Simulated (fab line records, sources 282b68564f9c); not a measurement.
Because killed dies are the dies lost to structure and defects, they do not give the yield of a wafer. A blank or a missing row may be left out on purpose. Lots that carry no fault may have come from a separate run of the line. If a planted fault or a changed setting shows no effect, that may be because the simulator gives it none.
A single fault, viewed from 2 desks    flow rit_cmos    each desk holds nothing but its own numbers, with what lay behind them at the end

## FOR THE TOOL OWNER'S DESK: furnace-04
The tool's own readings at RIT_FOX1_OXIDATION_00 (target thk 350.7 nm, ox time 1130 s): means of the sampled wafers that have a number, for each lot that ran on this tool. If a lot's mean is further than 4 standard deviations from the usual mean, the lot is out of limits and carries the mark OUT (the distance appears in the brackets).
Columns: A = ox_temp_c_max at RIT_FOX1_OXIDATION_00, usual 1103.8
lot   first seen here  A
L804  day 2 09:52      1102.9
L805  day 2 14:11      1102.4
L810  day 3 15:08      1102.9
L811  day 3 20:34      1103.0
L814  day 4 10:40      1102.9
This desk's verdict: no lot among the 5 shows anything out of limits.

## METROLOGY DESK
What the gauges read for every lot (on any tool): the sampled wafers with a number, averaged. If a lot's mean is further than 4 standard deviations from the usual mean, the lot is out of limits and carries the mark OUT (the distance appears in the brackets).
Columns: A = FOX1_OXIDE_THK at RIT_FOX1_THK_MEAS_01, usual 349 nm
lot   first seen here  A
L801  day 1 19:57      368
L802  day 2 02:20      352
L803  day 2 07:24      341
L804  day 2 11:11      350
L805  day 2 15:31      354
L806  day 2 19:15      350
L808  day 3 06:07      341
L809  day 3 10:52      343
L810  day 3 16:26      308 (-5.4) OUT
L811  day 3 21:53      309 (-5.2) OUT
L813  day 4 09:51      340
L814  day 4 11:59      307 (-5.6) OUT
L816  day 4 22:27      347
L818  day 5 08:32      363
L824  day 6 14:55      338
Per this desk, out of limits: L810, L811, L814; the first was L810, day 3 16:26 (FOX1_OXIDE_THK at RIT_FOX1_THK_MEAS_01). In limits: L801, L802, L803, L804, L805, L806, L808, L809, L813, L816, L818, L824.

## TAKEN TOGETHER
L810, L811, L814 would have let the metrology desk raise an alarm at day 3 16:26.
The desk of the tool owner found nothing out of limits.
Tool owner's desk: L810, L811, L814 on record, inside its limits.
On furnace-04, each named lot ran RIT_FOX1_OXIDATION_00.

## WHAT HAD BEEN PUT IN BY THE SIMULATOR
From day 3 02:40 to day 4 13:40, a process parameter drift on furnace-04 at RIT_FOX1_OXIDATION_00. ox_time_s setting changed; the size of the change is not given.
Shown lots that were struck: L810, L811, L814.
Time in hours between the start of the fault and the first out-of-limits reading at each desk: metrology desk, 14.
